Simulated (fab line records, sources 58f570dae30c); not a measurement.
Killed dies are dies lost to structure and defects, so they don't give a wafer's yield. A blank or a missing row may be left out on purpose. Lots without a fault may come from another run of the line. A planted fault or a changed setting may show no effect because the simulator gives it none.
fab line records | flow berkeley_cmos170
record lots=14 wafers=42 last_day=11
route steps=331 shown NWELL@26 SILICIDE@214 M1@238 M3@329
lots that met no fault: from a run of the same line without faults
start_h: hours from the record's first day to the start of the lot's first wafer shown | wait_h: hours since the lot's step before | " the same as in the row above | L1.1+2: a row that stands for several wafers | - no value, or no start given | * or withheld: withheld | < > ~ a bound
route shown NAME@n: a module of which the file shows steps, and the number in the route of the first | usual: mean/standard deviation of fault-free wafers | same: alike in all rows | chamber/n: place in a boat | sites: the reading at each site | _std_site: their standard deviation | _edge_site: outer sites' mean less inner sites' | radius_mm: how far each site lies from the wafer's centre | mask NAME#n: copy n | behind: the tool/chamber that last shaped the wafer | hold: why the lot was held/for how many hours/how that ended | device: the transistor (n, p or np) that didn't switch | end of line: the same wafers' tests at the end of the route | a step without rows: its recipe alone | killed: dies lost to structure and defects at the first sort, not the wafer's yield | map: a wafer's dies, x killed, . not, _ none there
set.NAME: the setting as run; set.NAME@STEP: as run at that earlier step | model.NAME: the simulator's own value behind a step, which no gauge read
steps of the route over a sample of lots; a table a step, a row a wafer
services: from which hour (start_h, from the record's first day; less than 0 if before it) a tool's chamber was out of use, for how many hours, and why
## steps
# step UCB170_NWELL_OVL_MEAS_12
# usual NWELL_OVL=-1/5.3
# columns lot.wafer tool chamber start_h wait_h NWELL_OVL[nm]
L543.2 overlay-01 - 33.80 - 1
L543.3 " - " " 5
L543.6 " - " " 0
L545.1 overlay-02 - 46.86 - 3
L545.2 " - " " -7
L545.4 " - " " -1
L547.2 overlay-01 - 52.04 - 0
L547.3 " - " " -7
L547.5 " - " " -3
L549.2 overlay-02 - 64.54 - -8
L549.3 " - " " -12
L549.4 " - " " 1
L550.1 overlay-02 - 68.07 - -3
L550.2 " - " " -9
L550.5 " - " " 2
L552.4 overlay-02 - 73.53 - 7
L552.5 " - " " 0
L552.6 " - " " 5
L553.1 overlay-02 - 76.44 - 3
L553.2 " - " " -4
L553.3 " - " " 3
L554.2 overlay-02 - 82.27 - 7
L554.3 " - " " 14
L554.5 " - " " 7
L557.2 overlay-02 - 96.84 - 5
L557.3 " - " " -3
L557.6 " - " " 3
L559.1 overlay-02 - 110.32 - -7
L559.5 " - " " 6
L559.6 " - " " -2
L560.2 overlay-01 - 117.61 - 3
L560.4 " - " " -8
L560.6 " - " " -1
L561.1 overlay-02 - 123.66 - 6
L561.4 " - " " 0
L561.6 " - " " -4
L562.1 overlay-01 - 131.96 - -1
L562.4 " - " " 12
L562.6 " - " " 3
L564.4 overlay-02 - 140.86 - 3
L564.5 " - " " -8
L564.6 " - " " 4
# step UCB170_SILICIDE_RTA_04
# recipe temp_c=650 time_s=15 ambient=N2
# usual lamp_power_pct=11.3/0.65 wafer_temp_C_max=652.9/0.61
# columns lot.wafer tool chamber start_h wait_h lamp_power_pct wafer_temp_C_max
L543.2 rtp_anneal-02 0 133.72 0.1 11.9 653.9
L543.3 " 0 " " 11.9 652.9
L543.6 " 0 " " 11.9 651.8
L545.1 rtp_anneal-01 0 157.11 0.1 10.6 652.7
L545.2 " 0 " " 10.6 652.5
L545.4 " 0 " " 10.6 652.8
L550.1 rtp_anneal-01 0 167.08 0.1 10.6 652.8
L550.2 " 0 " " 10.6 652.9
L550.5 " 0 " " 10.6 653.0
L547.2 rtp_anneal-02 0 168.03 0.1 11.9 652.4
L547.3 " 0 " " 11.9 654.2
L547.5 " 0 " " 11.9 653.6
L549.2 rtp_anneal-01 0 168.41 0.1 10.6 652.6
L549.3 " 0 " " 10.6 652.9
L549.4 " 0 " " 10.6 653.6
L553.1 rtp_anneal-01 0 178.79 0.2 10.6 651.7
L553.2 " 0 " " 10.6 653.1
L553.3 " 0 " " 10.6 652.3
L552.4 rtp_anneal-01 0 179.58 0.1 10.6 653.7
L552.5 " 0 " " 10.6 652.9
L552.6 " 0 " " 10.6 652.4
L554.2 rtp_anneal-02 0 195.73 0.1 11.9 652.6
L554.3 " 0 " " 11.9 651.9
L554.5 " 0 " " 11.9 653.0
L557.2 rtp_anneal-02 0 208.24 0.1 11.9 653.2
L557.3 " 0 " " 11.9 654.4
L557.6 " 0 " " 11.9 652.5
L560.2 rtp_anneal-02 0 212.87 0.1 11.9 652.9
L560.4 " 0 " " 11.9 652.7
L560.6 " 0 " " 11.9 653.0
L559.1 rtp_anneal-01 0 213.22 0.1 10.6 651.7
L559.5 " 0 " " 10.6 652.7
L559.6 " 0 " " 10.6 653.5
L561.1 rtp_anneal-02 0 229.47 0.1 11.9 652.8
L561.4 " 0 " " 11.9 652.8
L561.6 " 0 " " 11.9 654.0
L562.1 rtp_anneal-01 0 237.05 0.1 10.6 652.5
L562.4 " 0 " " 10.6 653.1
L562.6 " 0 " " 10.6 652.8
L564.4 rtp_anneal-02 0 241.75 0.1 11.9 653.4
L564.5 " 0 " " 12.0 653.3
L564.6 " 0 " " 11.9 653.2
# step UCB170_M1_SPUTTER_00
# recipe material=Al target_thk_nm=600 time_s=80 power_w=6000 chamber_pressure_pa=0.5
# usual cathode_dc_power_W=6000.0/1.2 throttle_valve_pct=30.3/0.88
# columns lot.wafer tool chamber start_h wait_h cathode_dc_power_W throttle_valve_pct
L543.2 pvd_sputter-02 - 139.90 0.0 6000.9 30.1
L543.3 " - " " 6002.1 30.9
L543.6 " - " " 6002.3 30.2
L545.1 pvd_sputter-04 - 164.06 0.0 6000.4 29.3
L545.2 " - " " 5999.0 29.0
L545.4 " - " " 5999.7 28.8
L550.1 pvd_sputter-04 - 173.79 0.0 6000.0 29.5
L550.2 " - " " 5997.2 29.1
L550.5 " - " " 6000.9 31.0
L547.2 pvd_sputter-04 - 176.52 0.0 5999.1 28.9
L547.3 " - " " 6000.3 29.2
L547.5 " - " " 6000.2 28.8
L549.2 pvd_sputter-03 - 177.01 0.0 6000.4 31.0
L549.3 " - " " 6001.0 30.4
L549.4 " - " " 6001.1 30.4
L553.1 pvd_sputter-04 - 185.08 0.0 9270.5 31.1
L553.2 " - " " 9271.2 29.4
L553.3 " - " " 9270.6 28.9
L552.4 pvd_sputter-04 - 189.78 0.0 9269.7 31.0
L552.5 " - " " 9270.3 29.3
L552.6 " - " " 9270.2 29.1
L554.2 pvd_sputter-02 - 203.32 0.0 5997.7 31.3
L554.3 " - " " 5998.7 29.7
L554.5 " - " " 5998.1 31.2
L557.2 pvd_sputter-02 - 213.89 0.0 6000.7 31.1
L557.3 " - " " 6000.5 30.0
L557.6 " - " " 6002.9 29.8
L560.2 pvd_sputter-03 - 218.74 0.0 6000.1 30.5
L560.4 " - " " 5998.2 31.8
L560.6 " - " " 5999.7 30.3
L559.1 pvd_sputter-02 - 221.03 0.0 5999.7 30.8
L559.5 " - " " 5999.9 29.8
L559.6 " - " " 6001.2 30.5
L561.1 pvd_sputter-03 - 236.40 0.0 5998.3 31.5
L561.4 " - " " 6000.1 30.5
L561.6 " - " " 5998.6 30.2
L562.1 pvd_sputter-02 - 242.46 0.0 5999.9 30.8
L562.4 " - " " 5998.8 31.1
L562.6 " - " " 5999.8 31.2
L564.4 pvd_sputter-02 - 248.44 0.0 6000.9 29.7
L564.5 " - " " 5999.7 30.4
L564.6 " - " " 5999.2 31.0
# step UCB170_M1_RS_MEAS_01
# recipe thk_meas_gauge=four-point-probe reads=Al_of_M1_SPUTTER_00
# usual M1_AL_RS=0.0484/0.00054
# columns lot.wafer tool chamber start_h wait_h M1_AL_RS[ohm/sq]
L543.2 film_metro-03 - 139.98 0.1 0.0484
L543.3 " - " " 0.0493
L543.6 " - " " 0.0482
L545.1 film_metro-03 - 164.12 0.0 0.0483
L545.2 " - " " 0.0480
L545.4 " - " " 0.0482
L550.1 film_metro-01 - 173.85 0.0 0.0483
L550.2 " - " " 0.0482
L550.5 " - " " 0.0476
L547.2 film_metro-03 - 176.60 0.1 0.0477
L547.3 " - " " 0.0479
L547.5 " - " " 0.0478
L549.2 film_metro-01 - 177.09 0.1 0.0494
L549.3 " - " " 0.0489
L549.4 " - " " 0.0488
L553.1 film_metro-01 - 185.14 0.0 0.0307
L553.2 " - " " 0.0311
L553.3 " - " " 0.0309
L552.4 film_metro-01 - 189.90 0.1 0.0307
L552.5 " - " " 0.0312
L552.6 " - " " 0.0311
L554.2 film_metro-03 - 203.40 0.1 0.0490
L554.3 " - " " 0.0484
L554.5 " - " " 0.0491
L557.2 film_metro-01 - 214.01 0.1 0.0483
L557.3 " - " " 0.0472
L557.6 " - " " 0.0477
L560.2 film_metro-01 - 218.82 0.1 0.0494
L560.4 " - " " 0.0492
L560.6 " - " " 0.0485
L559.1 film_metro-03 - 221.09 0.0 0.0488
L559.5 " - " " 0.0481
L559.6 " - " " 0.0487
L561.1 film_metro-04 - 236.46 0.0 0.0487
L561.4 " - " " 0.0480
L561.6 " - " " 0.0486
L562.1 film_metro-04 - 242.52 0.0 0.0486
L562.4 " - " " 0.0486
L562.6 " - " " 0.0485
L564.4 film_metro-01 - 248.56 0.1 0.0479
L564.5 " - " " 0.0481
L564.6 " - " " 0.0481
# step UCB170_M1_THK_MEAS_02
# recipe thk_meas_gauge=xrf reads=Al_of_M1_SPUTTER_00
# usual M1_AL_THK=595/7.2
# columns lot.wafer tool chamber start_h wait_h M1_AL_THK[nm]
L543.2 film_metro-03 - 140.09 0.1 596
L543.3 " - " " 585
L543.6 " - " " 599
L545.1 film_metro-03 - 164.24 0.1 596
L545.2 " - " " 597
L545.4 " - " " 598
L550.1 film_metro-01 - 173.97 0.1 593
L550.2 " - " " 594
L550.5 " - " " 606
L547.2 film_metro-03 - 176.71 0.1 605
L547.3 " - " " 602
L547.5 " - " " 607
L549.2 film_metro-01 - 177.20 0.1 584
L549.3 " - " " 587
L549.4 " - " " 591
L553.1 film_metro-01 - 185.26 0.1 926
L553.2 " - " " 920
L553.3 " - " " 923
L552.4 film_metro-01 - 189.99 0.1 931
L552.5 " - " " 919
L552.6 " - " " 918
L554.2 film_metro-03 - 203.51 0.1 581
L554.3 " - " " 594
L554.5 " - " " 581
L557.2 film_metro-01 - 214.12 0.1 595
L557.3 " - " " 611
L557.6 " - " " 605
L560.2 film_metro-01 - 218.93 0.1 582
L560.4 " - " " 585
L560.6 " - " " 596
L559.1 film_metro-03 - 221.21 0.1 593
L559.5 " - " " 601
L559.6 " - " " 593
L561.1 film_metro-04 - 236.58 0.1 586
L561.4 " - " " 595
L561.6 " - " " 590
L562.1 film_metro-04 - 242.64 0.1 586
L562.4 " - " " 593
L562.6 " - " " 588
L564.4 film_metro-01 - 248.65 0.1 600
L564.5 " - " " 600
L564.6 " - " " 598
# step UCB170_M1_METAL_ETCH_12
# recipe chemistry=Cl2/BCl3 target=Al stop_on=PSG pressure_mtorr=12 target_depth_a=7800 over_etch_frac=0.3 time_s=130 icp_w=600 bias_w=120 Cl2_flow_sccm=90 bcl3_flow_sccm=45
# usual drypump_motor_current_A=5.6/0.34 oes_product_au=0.850/0.015 rf_fwd_power_W=597.3/1.9 throttle_valve_pct=24.4/0.34
# same over_etch_frac=0.3
# columns lot.wafer tool chamber start_h wait_h drypump_motor_current_A oes_product_au rf_fwd_power_W rf_hours_counter_h throttle_valve_pct
L543.2 rie_metal-03 0 141.58 - 5.7 0.832 598.0 7 24.4
L543.3 " 0 " " 5.7 0.827 597.5 - 24.4
L543.6 " 0 " " 5.8 0.835 596.8 - 24.4
L545.1 rie_metal-04 0 165.76 - 5.3 0.871 593.2 1 24.0
L545.2 " 1 " " 5.4 0.854 597.3 28 24.6
L545.4 " 0 " " 5.3 0.866 597.4 - 24.0
L550.1 rie_metal-01 1 176.99 - 5.2 0.844 594.3 6 24.7
L550.2 " 0 " " 6.2 0.865 601.6 10 24.8
L550.5 " 1 " " 5.2 0.849 594.4 - 24.7
L547.2 rie_metal-01 1 178.93 - 5.2 0.842 596.6 6 24.7
L547.3 " 1 " " 5.2 0.838 596.1 - 24.7
L547.5 " 0 " " 6.2 0.873 601.1 - 24.8
L549.2 rie_metal-04 0 179.14 - 5.3 0.855 598.7 - 24.0
L549.3 " 0 " " 5.3 0.859 599.9 - 24.0
L549.4 " 0 " " 5.3 0.866 599.2 - 24.0
L553.1 rie_metal-03 1 188.03 - 5.5 0.987 595.1 10 23.9
L553.2 " 0 " " 5.7 0.955 597.2 9 24.3
L553.3 " 0 " " 5.7 0.946 598.4 - 24.3
L552.4 rie_metal-01 1 191.49 - 5.3 0.959 595.9 - 24.7
L552.5 " 0 " " 6.2 1.000 596.8 - 24.7
L552.6 " 1 " " 5.3 0.950 596.4 - 24.7
L554.2 rie_metal-03 1 204.73 - 5.5 0.828 598.9 11 24.0
L554.3 " 0 " " 5.7 0.828 598.7 - 24.4
L554.5 " 0 " " 5.6 0.818 597.8 - 24.4
L557.2 rie_metal-03 1 215.21 - 5.6 0.839 598.3 11 24.0
L557.3 " 1 " " 5.5 0.859 598.6 - 24.0
L557.6 " 0 " " 5.7 0.820 594.8 - 24.4
L560.2 rie_metal-04 1 220.12 - 5.4 0.845 596.1 1 24.7
L560.4 " 0 " " 5.3 0.850 597.3 - 24.0
L560.6 " 0 " " 5.3 0.862 595.6 - 24.0
L559.1 rie_metal-04 1 222.45 - 5.4 0.853 594.2 1 24.7
L559.5 " 0 " " 5.3 0.865 596.1 - 24.0
L559.6 " 1 " " 5.4 0.850 595.8 - 24.7
L561.1 rie_metal-01 1 237.97 - 5.2 0.839 596.3 8 24.7
L561.4 " 1 " " 5.2 0.843 599.0 - 24.7
L561.6 " 1 " " 5.2 0.844 596.1 - 24.7
L562.1 rie_metal-04 1 243.74 - 5.4 0.851 597.6 2 24.7
L562.4 " 0 " " 5.3 0.872 596.4 - 24.0
L562.6 " 0 " " 5.3 0.871 597.2 - 24.0
L564.4 rie_metal-04 0 250.17 - 5.3 0.870 595.3 - 24.0
L564.5 " 0 " " 5.3 0.867 594.7 - 24.0
L564.6 " 1 " " 5.4 0.856 594.9 - 24.7
# step UCB170_M3_CD_MEAS_90
# recipe target_cd_nm=700
# usual cd_nm=699.7/2.9
# columns lot.wafer tool chamber start_h wait_h cd_nm
L543.2 cd_sem-01 - 160.41 0.1 702.0
L543.3 " - " " 696.4
L543.6 " - " " 702.8
L545.1 cd_sem-01 - 184.94 0.1 701.2
L545.2 " - " " 700.4
L545.4 " - " " 700.9
L550.1 cd_sem-02 - 196.40 0.1 699.5
L550.2 " - " " 697.0
L550.5 " - " " 694.5
L547.2 cd_sem-01 - 201.36 0.1 697.6
L547.3 " - " " 698.2
L547.5 " - " " 697.0
L549.2 cd_sem-01 - 201.60 0.2 700.1
L549.3 " - " " 699.1
L549.4 " - " " 700.3
L554.2 cd_sem-02 - 218.81 0.1 697.8
L554.3 " - " " 699.8
L554.5 " - " " 697.2
L557.2 cd_sem-02 - 233.09 0.1 698.8
L557.3 " - " " 701.7
L557.6 " - " " 700.3
L560.2 cd_sem-01 - 236.71 0.1 703.5
L560.4 " - " " 704.8
L560.6 " - " " 700.2
L559.1 cd_sem-01 - 237.66 0.1 700.8
L559.5 " - " " 702.9
L559.6 " - " " 702.6
L561.1 cd_sem-02 - 252.00 0.1 703.6
L561.4 " - " " 699.2
L561.6 " - " " 702.9
L562.1 cd_sem-02 - 258.22 0.1 700.8
L562.4 " - " " 700.4
L562.6 " - " " 703.6
L564.4 cd_sem-01 - 264.21 0.1 696.0
L564.5 " - " " 695.0
L564.6 " - " " 697.6
## services
# columns tool chamber start_h hours kind
pvd_sputter-02 - 129.90 4.8 repair
rie_metal-01 - 132.17 2.0 repair
pvd_sputter-04 - 150.24 0.8 repair
rie_metal-04 1 173.13 - clean
rie_metal-04 1 173.13 29.3 scheduled_down
rie_metal-04 1 173.13 29.3 vent_cycle
rtp_anneal-02 - 177.51 6.3 pm
pvd_sputter-02 - 196.86 3.0 repair
rie_metal-01 - 204.68 2.8 pm
pvd_sputter-03 3 204.91 - consumable_replace:kit
pvd_sputter-03 3 204.91 18.0 scheduled_down
pvd_sputter-03 3 204.91 18.0 vent_cycle
pvd_sputter-02 - 238.59 3.8 repair
## key
first_sign step=UCB170_M1_SPUTTER_00 reading=cathode_dc_power_W direction=up sigmas=99+ usual=6000.0 struck=9270.4
effect step=UCB170_M1_RS_MEAS_01 reading=M1_AL_RS direction=down sigmas=32 usual=0.0484 struck=0.0309
effect step=UCB170_M1_THK_MEAS_02 reading=M1_AL_THK direction=up sigmas=46 usual=595 struck=923
effect step=UCB170_M1_METAL_ETCH_12 reading=oes_product_au direction=up sigmas=7.6 usual=0.850 struck=0.966
met_at UCB170_M1_SPUTTER_00
struck_lots L552,L553
later_rows_left_out L552.4,L552.5,L552.6,L553.1,L553.2,L553.3
sort_left_out L552.4,L552.5,L552.6,L553.1,L553.2,L553.3
loop_trim step=UCB170_M3_EXPOSE_12 setting=dose lots=L552
not_acting_at UCB170_NWELL_OVL_MEAS_12,UCB170_SILICIDE_RTA_04,UCB170_M3_CD_MEAS_90
onset_between 176.52 185.08
fault kind=process_parameter_drift tool=pvd_sputter-04 chamber=- onset_h=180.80 steps=UCB170_M1_SPUTTER_00 channel=power_w offset=3270.4 shape=step end_h=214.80 acts_in=these_recipes_only stated=6000
# sort_left_out: the simulated sort isn't trusted on such a fault, so these wafers' sort isn't shown, and their yield isn't known
# later_rows_left_out: the simulator's readings of these wafers behind a module that went badly wrong aren't trusted and aren't shown, but for the sort
# loop_trim: a control loop set the setting to another value than it would have without faults
